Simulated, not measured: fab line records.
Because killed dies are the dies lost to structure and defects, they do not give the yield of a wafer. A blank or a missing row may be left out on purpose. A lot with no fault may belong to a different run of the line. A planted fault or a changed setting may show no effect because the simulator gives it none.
fab line records ; flow rit_cmos
record lots=6; wafers=18; last_day=7
route steps=202 shown PSD@150 SDANNEAL@153 NSD@158 PLDD@159 NLDD@160 SILICIDE@161 M1@202
lots that met no fault: from a run of the same line without faults
start_h: hours from the record's opening day to when the first of the lot's shown wafers began ; wait_h: how many hours have passed since the lot's step before this one ; " the same as in the row above ; L1.1+2: one row covering several wafers at once ; - no value, or no start given ; * or withheld: withheld ; < > ~ a bound
route shown NAME@n: names a module that has steps shown in the file, with the first one's number in the route ; usual: mean/standard deviation taken from wafers without a fault ; same: alike in all rows ; chamber/n: place in a boat ; sites: readings site by site ; _std_site: their standard deviation ; _edge_site: outer sites' mean less inner sites' ; radius_mm: how far each site lies from the wafer's centre ; mask NAME#n: copy n ; behind: tool/chamber where the wafer was last shaped ; hold: why the lot was held/for how many hours/how that ended ; device: transistor that didn't switch, given as n, p or np ; end of line: tests run on the same wafers once the route is complete ; a step without rows: its recipe alone ; killed: dies lost to structure and defects at the first sort, not the wafer's yield ; map: a wafer's dies, x killed, . not, _ none there
set.NAME: the run value of the setting; set.NAME@STEP: its run value at that earlier step ; model.NAME: the simulator's own value behind a step, which no gauge read
lots at some steps of the route; a table a step, a row a wafer
services: the hour from which a tool's chamber was out of use, counted from the record's first day as start_h (under 0 if before that day), plus the number of hours and why
## steps
# step RIT_PSD_IMPLANT_08
# recipe species=BF2; energy_kev=27; dose_cm2=5.057e+15; tilt_deg=7
# step RIT_PSD_STRIP_09
# recipe chemistry=O2; time_s=180; resist=NOVOLAK; platen_temp_c=withheld; power_w=500; pressure_mtorr=4000; o2_flow_sccm=4000
# usual drypump_motor_current_A=5.5/0.44
lot.wafer;tool;chamber;start_h;wait_h;drypump_motor_current_A;rf_hours_counter_h
L778.1;plasma_asher-02;1;88.77;0.1;4.9;38
L778.5;plasma_asher-02;1;88.77;0.1;4.9;-
L778.6;plasma_asher-02;0;88.77;0.1;6.3;-
L782.1;plasma_asher-01;0;103.86;0.1;5.6;47
L782.2;plasma_asher-01;1;103.86;0.1;5.6;47
L782.3;plasma_asher-01;1;103.86;0.1;5.6;-
L784.1;plasma_asher-04;1;114.88;0.1;5.6;36
L784.2;plasma_asher-04;0;114.88;0.1;5.2;36
L784.3;plasma_asher-04;0;114.88;0.1;5.2;-
L785.4;plasma_asher-04;0;119.90;0.1;5.2;-
L785.5;plasma_asher-04;0;119.90;0.1;5.2;-
L785.6;plasma_asher-04;1;119.90;0.1;5.6;-
L786.2;plasma_asher-01;0;124.33;0.1;5.6;49
L786.3;plasma_asher-01;0;124.33;0.1;5.6;-
L786.6;plasma_asher-01;0;124.33;0.1;5.6;-
L791.1;plasma_asher-01;0;152.68;0.1;5.6;52
L791.3;plasma_asher-01;1;152.68;0.1;5.7;-
L791.4;plasma_asher-01;0;152.68;0.1;5.6;-
# step RIT_PSD_TW_MEAS_10
# usual PSD_TW=3431/15
lot.wafer;tool;chamber;start_h;wait_h;PSD_TW
L778.1;film_metro-04;-;88.95;0.1;3438
L778.5;film_metro-04;-;88.95;0.1;3455
L778.6;film_metro-04;-;88.95;0.1;3451
L782.1;film_metro-02;-;104.04;0.1;3424
L782.2;film_metro-02;-;104.04;0.1;3419
L782.3;film_metro-02;-;104.04;0.1;3442
L784.1;film_metro-02;-;115.06;0.1;3412
L784.2;film_metro-02;-;115.06;0.1;3423
L784.3;film_metro-02;-;115.06;0.1;3437
L785.4;film_metro-04;-;120.04;0.1;3414
L785.5;film_metro-04;-;120.04;0.1;3426
L785.6;film_metro-04;-;120.04;0.1;3435
L786.2;film_metro-04;-;124.52;0.1;3419
L786.3;film_metro-04;-;124.52;0.1;3395
L786.6;film_metro-04;-;124.52;0.1;3406
L791.1;film_metro-02;-;152.86;0.1;3454
L791.3;film_metro-02;-;152.86;0.1;3445
L791.4;film_metro-02;-;152.86;0.1;3465
# step RIT_SDANNEAL_CLEAN_00
# recipe chemistry=SC1; mix=3:3:50; time_s=600; temp_c=75
# step RIT_SDANNEAL_CLEAN_01
# recipe chemistry=dHF; dilution=50:1; time_s=30
# step RIT_SDANNEAL_CLEAN_02
# recipe chemistry=SC2; mix=3:3:50; time_s=600; temp_c=75; dry=n2_spin
# step RIT_SDANNEAL_RTA_03
# recipe temp_c=1050; time_s=5; idle_temp_c=600; ramp_up_c_per_s=342; ramp_down_c_per_s=171; cool_to_c=600; ambient=N2
# usual ramp_up_c_per_s=342.01/0.061; wafer_temp_C_max=1053.5/1.1
lot.wafer;tool;chamber;start_h;wait_h;ramp_up_c_per_s;wafer_temp_C_max
L778.1;rtp_anneal-01;0;89.37;0.0;342.02;1052.3
L778.5;rtp_anneal-01;0;89.37;0.0;341.98;1053.0
L778.6;rtp_anneal-01;0;89.37;0.0;341.95;1052.1
L782.1;rtp_anneal-01;0;104.47;0.0;342.00;1052.6
L782.2;rtp_anneal-01;0;104.47;0.0;341.96;1052.7
L782.3;rtp_anneal-01;0;104.47;0.0;342.03;1053.5
L784.1;rtp_anneal-01;0;115.49;0.0;342.06;1052.8
L784.2;rtp_anneal-01;0;115.49;0.0;341.99;1051.9
L784.3;rtp_anneal-01;0;115.49;0.0;342.03;1052.8
L785.4;rtp_anneal-02;0;120.50;0.0;341.96;1053.5
L785.5;rtp_anneal-02;0;120.50;0.0;341.96;1054.6
L785.6;rtp_anneal-02;0;120.50;0.0;342.11;1053.0
L786.2;rtp_anneal-01;0;124.96;0.0;342.04;1053.4
L786.3;rtp_anneal-01;0;124.96;0.0;342.03;1053.4
L786.6;rtp_anneal-01;0;124.96;0.0;341.97;1051.8
L791.1;rtp_anneal-02;0;153.30;0.0;342.04;1053.2
L791.3;rtp_anneal-02;0;153.30;0.0;342.11;1053.2
L791.4;rtp_anneal-02;0;153.30;0.0;341.89;1053.9
# step RIT_SDANNEAL_RS_MEAS_04
# recipe thk_meas_gauge=four-point-probe
# usual PSD_RS=115.71/0.3
lot.wafer;tool;chamber;start_h;wait_h;PSD_RS[ohm/sq]
L778.1;film_metro-03;-;89.43;0.0;116.15
L778.5;film_metro-03;-;89.43;0.0;115.96
L778.6;film_metro-03;-;89.43;0.0;115.81
L782.1;film_metro-04;-;104.52;0.0;115.66
L782.2;film_metro-04;-;104.52;0.0;115.84
L782.3;film_metro-04;-;104.52;0.0;115.71
L784.1;film_metro-04;-;115.54;0.0;115.51
L784.2;film_metro-04;-;115.54;0.0;115.58
L784.3;film_metro-04;-;115.54;0.0;115.42
L785.4;film_metro-02;-;120.59;0.1;116.14
L785.5;film_metro-02;-;120.59;0.1;116.25
L785.6;film_metro-02;-;120.59;0.1;115.98
L786.2;film_metro-04;-;125.03;0.1;116.05
L786.3;film_metro-04;-;125.03;0.1;115.83
L786.6;film_metro-04;-;125.03;0.1;116.04
L791.1;film_metro-02;-;153.36;0.0;115.63
L791.3;film_metro-02;-;153.36;0.0;115.82
L791.4;film_metro-02;-;153.36;0.0;115.65
# step RIT_SDANNEAL_RS_MEAS_05
# recipe thk_meas_gauge=four-point-probe
# usual NSD_RS=84.36/0.29
lot.wafer;tool;chamber;start_h;wait_h;NSD_RS[ohm/sq]
L778.1;film_metro-03;-;89.55;0.1;84.22
L778.5;film_metro-03;-;89.55;0.1;84.33
L778.6;film_metro-03;-;89.55;0.1;84.02
L782.1;film_metro-04;-;104.64;0.1;84.50
L782.2;film_metro-04;-;104.64;0.1;84.62
L782.3;film_metro-04;-;104.64;0.1;84.73
L784.1;film_metro-04;-;115.66;0.1;84.08
L784.2;film_metro-04;-;115.66;0.1;84.31
L784.3;film_metro-04;-;115.66;0.1;84.16
L785.4;film_metro-02;-;120.71;0.1;84.06
L785.5;film_metro-02;-;120.71;0.1;84.06
L785.6;film_metro-02;-;120.71;0.1;84.37
L786.2;film_metro-04;-;125.15;0.1;84.52
L786.3;film_metro-04;-;125.15;0.1;84.87
L786.6;film_metro-04;-;125.15;0.1;84.77
L791.1;film_metro-02;-;153.48;0.1;84.54
L791.3;film_metro-02;-;153.48;0.1;84.44
L791.4;film_metro-02;-;153.48;0.1;84.44
# step RIT_SDANNEAL_RS_MEAS_06
# recipe thk_meas_gauge=four-point-probe
# usual PLDD_RS=178.4/0.48
lot.wafer;tool;chamber;start_h;wait_h;PLDD_RS[ohm/sq]
L778.1;film_metro-03;-;89.67;0.1;179.2
L778.5;film_metro-03;-;89.67;0.1;178.8
L778.6;film_metro-03;-;89.67;0.1;178.8
L782.1;film_metro-04;-;104.76;0.1;179.1
L782.2;film_metro-04;-;104.76;0.1;179.2
L782.3;film_metro-04;-;104.76;0.1;178.7
L784.1;film_metro-04;-;115.78;0.1;178.1
L784.2;film_metro-04;-;115.78;0.1;178.8
L784.3;film_metro-04;-;115.78;0.1;177.9
L785.4;film_metro-02;-;120.83;0.1;179.4
L785.5;film_metro-02;-;120.83;0.1;179.0
L785.6;film_metro-02;-;120.83;0.1;178.9
L786.2;film_metro-04;-;125.27;0.1;179.6
L786.3;film_metro-04;-;125.27;0.1;179.5
L786.6;film_metro-04;-;125.27;0.1;179.7
L791.1;film_metro-02;-;153.60;0.1;178.8
L791.3;film_metro-02;-;153.60;0.1;178.7
L791.4;film_metro-02;-;153.60;0.1;178.3
# step RIT_SDANNEAL_RS_MEAS_07
# recipe thk_meas_gauge=four-point-probe
# usual NLDD_RS=152.6/0.63
lot.wafer;tool;chamber;start_h;wait_h;NLDD_RS[ohm/sq]
L778.1;film_metro-03;-;89.79;0.1;153.2
L778.5;film_metro-03;-;89.79;0.1;153.0
L778.6;film_metro-03;-;89.79;0.1;152.7
L782.1;film_metro-04;-;104.88;0.1;152.7
L782.2;film_metro-04;-;104.88;0.1;153.0
L782.3;film_metro-04;-;104.88;0.1;152.8
L784.1;film_metro-04;-;115.90;0.1;153.1
L784.2;film_metro-04;-;115.90;0.1;153.3
L784.3;film_metro-04;-;115.90;0.1;152.5
L785.4;film_metro-02;-;120.95;0.1;152.5
L785.5;film_metro-02;-;120.95;0.1;152.8
L785.6;film_metro-02;-;120.95;0.1;152.5
L786.2;film_metro-04;-;125.39;0.1;153.7
L786.3;film_metro-04;-;125.39;0.1;153.5
L786.6;film_metro-04;-;125.39;0.1;153.8
L791.1;film_metro-02;-;153.72;0.1;152.4
L791.3;film_metro-02;-;153.72;0.1;152.1
L791.4;film_metro-02;-;153.72;0.1;152.3
# step RIT_SILICIDE_WET_ETCH_00
# recipe chemistry=BOE; target=SiO2; target_depth_nm=14; time_s=15; dry=n2_spin; dilution=10:1; temp_c=21.5
# step RIT_SILICIDE_SPUTTER_01
# recipe material=Ti; target_thk_nm=30; power_w=350; chamber_pressure_pa=0.667; gas=Ar; time_s=240; substrate_temp_c=25
# usual substrate_temp_c=25.00/0.11; throttle_valve_pct=30.0/0.85
lot.wafer;tool;chamber;start_h;wait_h;substrate_temp_c;throttle_valve_pct;model.Ti_of_SILICIDE_SPUTTER_01.thk_nm
L778.1;pvd_sputter-02;-;89.92;0.0;24.97;28.7;30.04
L778.5;pvd_sputter-02;-;89.92;0.0;24.91;31.1;30.09
L778.6;pvd_sputter-02;-;89.92;0.0;24.67;28.5;30.1
L782.1;pvd_sputter-02;-;105.02;0.0;25.02;29.9;29.72
L782.2;pvd_sputter-02;-;105.02;0.0;25.04;30.2;30.31
L782.3;pvd_sputter-02;-;105.02;0.0;24.85;28.4;30.09
L784.1;pvd_sputter-02;-;116.04;0.0;24.72;31.2;30.08
L784.2;pvd_sputter-02;-;116.04;0.0;25.21;30.0;28.55
L784.3;pvd_sputter-02;-;116.04;0.0;25.18;30.1;30.09
L785.4;pvd_sputter-01;-;121.03;0.0;25.03;30.4;29.32
L785.5;pvd_sputter-01;-;121.03;0.0;24.94;31.1;29.5
L785.6;pvd_sputter-01;-;121.03;0.0;24.95;30.7;29.12
L786.2;pvd_sputter-02;-;125.51;0.0;25.08;30.4;28.82
L786.3;pvd_sputter-02;-;125.51;0.0;24.95;28.3;30.24
L786.6;pvd_sputter-02;-;125.51;0.0;24.94;29.8;29.97
L791.1;pvd_sputter-04;-;153.85;0.0;24.91;29.4;29.65
L791.3;pvd_sputter-04;-;153.85;0.0;25.13;29.2;30.46
L791.4;pvd_sputter-04;-;153.85;0.0;24.83;30.5;30.16
# step RIT_SILICIDE_RS_MEAS_02
# recipe thk_meas_gauge=four-point-probe; reads=Ti_of_SILICIDE_SPUTTER_01
# usual SILICIDE_TI_RS=48.0/0.79
lot.wafer;tool;chamber;start_h;wait_h;SILICIDE_TI_RS[ohm/sq]
L778.1;film_metro-02;-;90.07;0.1;47.7
L778.5;film_metro-02;-;90.07;0.1;47.6
L778.6;film_metro-02;-;90.07;0.1;47.7
L782.1;film_metro-02;-;105.18;0.1;48.5
L782.2;film_metro-02;-;105.18;0.1;47.2
L782.3;film_metro-02;-;105.18;0.1;47.7
L784.1;film_metro-04;-;116.19;0.1;47.7
L784.2;film_metro-04;-;116.19;0.1;50.9
L784.3;film_metro-04;-;116.19;0.1;47.7
L785.4;film_metro-01;-;121.24;0.1;49.3
L785.5;film_metro-01;-;121.24;0.1;49.0
L785.6;film_metro-01;-;121.24;0.1;49.7
L786.2;film_metro-01;-;125.68;0.1;50.4
L786.3;film_metro-01;-;125.68;0.1;47.6
L786.6;film_metro-01;-;125.68;0.1;48.0
L791.1;film_metro-01;-;154.00;0.1;48.6
L791.3;film_metro-01;-;154.00;0.1;47.0
L791.4;film_metro-01;-;154.00;0.1;47.5
# step RIT_SILICIDE_THK_MEAS_03
# recipe thk_meas_gauge=xrf; reads=Ti_of_SILICIDE_SPUTTER_01
# usual SILICIDE_TI_THK=29.4/0.45
lot.wafer;tool;chamber;start_h;wait_h;SILICIDE_TI_THK[nm]
L778.1;film_metro-02;-;90.19;0.1;29.7
L778.5;film_metro-02;-;90.19;0.1;29.7
L778.6;film_metro-02;-;90.19;0.1;29.8
L782.1;film_metro-02;-;105.30;0.1;29.4
L782.2;film_metro-02;-;105.30;0.1;29.8
L782.3;film_metro-02;-;105.30;0.1;29.8
L784.1;film_metro-04;-;116.31;0.1;29.8
L784.2;film_metro-04;-;116.31;0.1;28.3
L784.3;film_metro-04;-;116.31;0.1;30.0
L785.4;film_metro-01;-;121.33;0.1;28.6
L785.5;film_metro-01;-;121.33;0.1;28.8
L785.6;film_metro-01;-;121.33;0.1;28.4
L786.2;film_metro-01;-;125.79;0.1;28.1
L786.3;film_metro-01;-;125.79;0.1;29.6
L786.6;film_metro-01;-;125.79;0.1;29.2
L791.1;film_metro-01;-;154.12;0.1;29.0
L791.3;film_metro-01;-;154.12;0.1;29.9
L791.4;film_metro-01;-;154.12;0.1;29.9
# step RIT_SILICIDE_RTA_04
# recipe temp_c=650; time_s=10; idle_temp_c=25; ramp_up_s=5; ramp_down_s=5; cool_to_c=25; ambient=N2
# usual wafer_temp_C_max=652.5/0.57
lot.wafer;tool;chamber;start_h;wait_h;wafer_temp_C_max
L778.1;rtp_anneal-02;0;90.25;0.1;652.9
L778.5;rtp_anneal-02;0;90.25;0.1;651.9
L778.6;rtp_anneal-02;0;90.25;0.1;651.1
L782.1;rtp_anneal-02;0;105.36;0.1;654.0
L782.2;rtp_anneal-02;0;105.36;0.1;652.8
L782.3;rtp_anneal-02;0;105.36;0.1;653.2
L784.1;rtp_anneal-02;0;116.37;0.1;652.0
L784.2;rtp_anneal-02;0;116.37;0.1;651.9
L784.3;rtp_anneal-02;0;116.37;0.1;652.1
L785.4;rtp_anneal-01;0;121.39;0.1;651.9
L785.5;rtp_anneal-01;0;121.39;0.1;652.8
L785.6;rtp_anneal-01;0;121.39;0.1;653.2
L786.2;rtp_anneal-02;0;125.85;0.1;652.5
L786.3;rtp_anneal-02;0;125.85;0.1;653.5
L786.6;rtp_anneal-02;0;125.85;0.1;652.6
L791.1;rtp_anneal-01;0;154.18;0.1;652.6
L791.3;rtp_anneal-01;0;154.18;0.1;652.8
L791.4;rtp_anneal-01;0;154.18;0.1;652.1
# step RIT_M1_PROBE_99
# usual killed_at_M0_to_M3=0.0/0.14; killed_at_contacts=0.1/0.27; killed_at_front_end=7.2/2.9; killed_dies=7.3/2.9; killed_on_rim=1.9/1.2; killed_open=3.6/1.9; killed_short=3.8/1.9
# same gross_dies=264; killed_at_M4_up=0; killed_at_back_side=0; killed_at_other=0
lot.wafer;tool;chamber;start_h;wait_h;killed_at_M0_to_M3;killed_at_contacts;killed_at_front_end;killed_dies;killed_on_rim;killed_open;killed_short;model.etest.contact_nplus.end_ohm_um;model.etest.contact_pplus.end_ohm_um;model.etest.npoly_line.rs_ohm_sq;model.etest.ppoly_line.rs_ohm_sq;model.etest.npoly_sal.rs_ohm_sq;model.etest.ppoly_sal.rs_ohm_sq;model.etest.pplus_sal.rs_ohm_sq;model.etest.nplus_sal.rs_ohm_sq
L778.1;prober-02;-;96.72;0.1;0;0;8;8;1;6;2;41.09;42.38;16.95;16.39;4.361;4.325;4.311;4.334
L778.5;prober-02;-;96.92;0.2;0;0;7;7;2;4;3;41.01;42.88;17.08;16.46;4.366;4.364;4.341;4.313
L778.6;prober-02;-;96.97;0.2;0;0;18;18;3;8;10;41.32;43.22;17;16.4;4.362;4.279;4.283;4.283
L782.1;prober-02;-;111.91;0.1;0;0;7;7;0;4;3;41.09;43.62;17.06;16.36;4.386;4.347;4.365;4.317
L782.2;prober-02;-;111.96;0.1;0;0;7;7;3;3;4;42.27;45.3;16.91;16.24;4.321;4.305;4.302;4.258
L782.3;prober-02;-;112.01;0.2;0;0;5;5;0;3;2;41.32;44.23;17.07;16.5;4.33;4.292;4.315;4.301
L784.1;prober-02;-;122.80;0.1;0;0;6;6;1;5;1;41.92;44.1;17.04;16.66;4.315;4.292;4.269;4.27
L784.2;prober-02;-;122.85;0.1;0;0;6;6;1;3;3;38.93;42.3;17.66;17.09;4.532;4.509;4.502;4.476
L784.3;prober-02;-;122.90;0.2;0;0;5;5;3;1;4;40.57;42.69;16.95;16.48;4.327;4.278;4.286;4.261
L785.4;prober-01;-;128.29;0.2;0;0;5;5;1;2;3;40.44;43.19;17.42;16.68;4.444;4.412;4.393;4.401
L785.5;prober-01;-;128.34;0.2;0;1;7;8;2;3;5;42;42.91;17.3;16.66;4.407;4.391;4.372;4.348
L785.6;prober-01;-;128.39;0.2;0;0;6;6;2;3;3;40.81;41.8;17.4;16.89;4.46;4.431;4.408;4.392
L786.2;prober-02;-;132.33;0.1;0;0;6;6;1;3;3;41.49;43.07;17.51;17;4.503;4.492;4.448;4.494
L786.3;prober-02;-;132.38;0.2;0;1;7;8;2;5;3;42.36;44.12;16.85;16.25;4.302;4.281;4.293;4.239
L786.6;prober-02;-;132.53;0.2;0;0;6;6;2;4;2;42.48;44.44;17.18;16.62;4.357;4.315;4.301;4.301
L791.1;prober-01;-;160.84;0.1;0;0;3;3;1;1;2;40.03;42.88;17.25;16.56;4.378;4.335;4.322;4.325
L791.3;prober-01;-;160.94;0.2;0;0;5;5;2;2;3;40.4;43.1;16.77;16.27;4.34;4.309;4.3;4.276
L791.4;prober-01;-;160.99;0.2;1;0;3;4;1;2;2;41.27;43.64;16.89;16.42;4.351;4.301;4.291;4.307
# killed by level:class
L778.1 GATE:geometric_particle:open=3 GATE:geometric_particle:short=2 FOX1:geometric_particle:open=1 REOX:geometric_particle:open=1 SPACER:geometric_particle:open=1
L778.5 SILICIDE:geometric_particle:open=3 GATE:geometric_particle:short=2 FOX1:geometric_particle:short=1 REOX:geometric_particle:open=1
L778.6 GATE:geometric_particle:open=7 FOX1:geometric_particle:short=3 GATE:geometric_particle:short=3 SILICIDE:geometric_particle:short=2 FOX2:geometric_particle:short=1 REOX:geometric_particle:short=1 REOX:geometric_particle:open=1
L782.1 SPACER:geometric_particle:short=2 SPACER:geometric_particle:open=2 GATE:geometric_particle:open=1 SILICIDE:geometric_particle:open=1 SILICIDE:geometric_particle:short=1
L782.2 FOX1:geometric_particle:short=2 SPACER:geometric_particle:open=2 SPACER:geometric_particle:short=2 REOX:geometric_particle:open=1
L782.3 GATE:geometric_particle:open=1 REOX:geometric_particle:open=1 SPACER:geometric_particle:short=1 SILICIDE:geometric_particle:open=1 SILICIDE:geometric_particle:short=1
L784.1 GATE:geometric_particle:open=4 FOX1:geometric_particle:open=1 SPACER:geometric_particle:short=1
L784.2 GATE:geometric_particle:open=2 FOX2:geometric_particle:short=1 GATE:geometric_particle:short=1 REOX:geometric_particle:short=1 SILICIDE:geometric_particle:open=1
L784.3 GATE:geometric_particle:short=3 GATE:geometric_particle:open=1 SILICIDE:geometric_particle:short=1
L785.4 GATE:geometric_particle:short=3 FOX1:geometric_particle:open=1 GATE:geometric_particle:open=1
L785.5 REOX:geometric_particle:short=2 ACTIVE:geometric_particle:short=1 FOX2:geometric_particle:short=1 REOX:geometric_particle:open=1 SPACER:geometric_particle:open=1 SPACER:geometric_particle:short=1 CONTACT:geometric_particle:open=1
L785.6 GATE:geometric_particle:open=2 GATE:geometric_particle:short=2 REOX:geometric_particle:open=1 REOX:geometric_particle:short=1
L786.2 GATE:geometric_particle:short=2 FOX1:geometric_particle:open=1 SPACER:geometric_particle:open=1 SPACER:geometric_particle:short=1 SILICIDE:geometric_particle:open=1
L786.3 GATE:geometric_particle:open=4 GATE:geometric_particle:short=1 SPACER:geometric_particle:short=1 SILICIDE:geometric_particle:short=1 CONTACT:geometric_particle:open=1
L786.6 REOX:geometric_particle:open=2 FOX1:geometric_particle:short=1 GATE:geometric_particle:open=1 SILICIDE:geometric_particle:short=1 SILICIDE:geometric_particle:open=1
L791.1 FOX1:geometric_particle:open=1 GATE:geometric_particle:short=1 REOX:geometric_particle:short=1
L791.3 GATE:geometric_particle:short=2 FOX1:geometric_particle:open=1 REOX:geometric_particle:short=1 SILICIDE:geometric_particle:open=1
L791.4 GATE:geometric_particle:short=2 GATE:geometric_particle:open=1 M1:geometric_particle:open=1
## services
tool;chamber;start_h;hours;kind
plasma_asher-01;-;83.32;14.6;pm
pvd_sputter-04;-;94.50;0.7;repair
plasma_asher-02;-;108.75;9.0;pm
plasma_asher-02;0;108.75;9.0;vent_cycle
plasma_asher-02;1;108.75;9.0;vent_cycle
plasma_asher-02;-;117.75;2.8;pm
plasma_asher-02;0;117.75;-;clean
plasma_asher-02;1;117.75;-;clean
## key
first_sign step=RIT_SILICIDE_RS_MEAS_02; reading=SILICIDE_TI_RS; direction=up; sigmas=3.4; usual=48.0; struck=50.6
effect step=RIT_SILICIDE_THK_MEAS_03; reading=SILICIDE_TI_THK; direction=down; sigmas=2.7; usual=29.4; struck=28.2
model_effect step=RIT_SILICIDE_SPUTTER_01; value=Ti_of_SILICIDE_SPUTTER_01.thk_nm; without=30.46; struck=28.69
model_effect step=RIT_M1_PROBE_99; value=etest.contact_nplus.end_ohm_um; without=42.25; struck=40.21
met_at RIT_SILICIDE_SPUTTER_01
struck_wafers L784.2,L786.2
tester_left_out L784,L786
onset_between 105.02 116.04
fault kind=process_parameter_drift; tool=pvd_sputter-02; chamber=-; onset_h=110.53; steps=RIT_SILICIDE_SPUTTER_01; channel=time_s; offset=*; shape=step; end_h=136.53; stated=*; scope=struck_wafers_only
# tester_left_out: of these lots the tester's yield and bins aren't shown, on N5 and GAA mostly nor the transistor test; their killed dies are dies lost to structure and defects alone, not to doping, threshold or leakage, so they don't give the yield
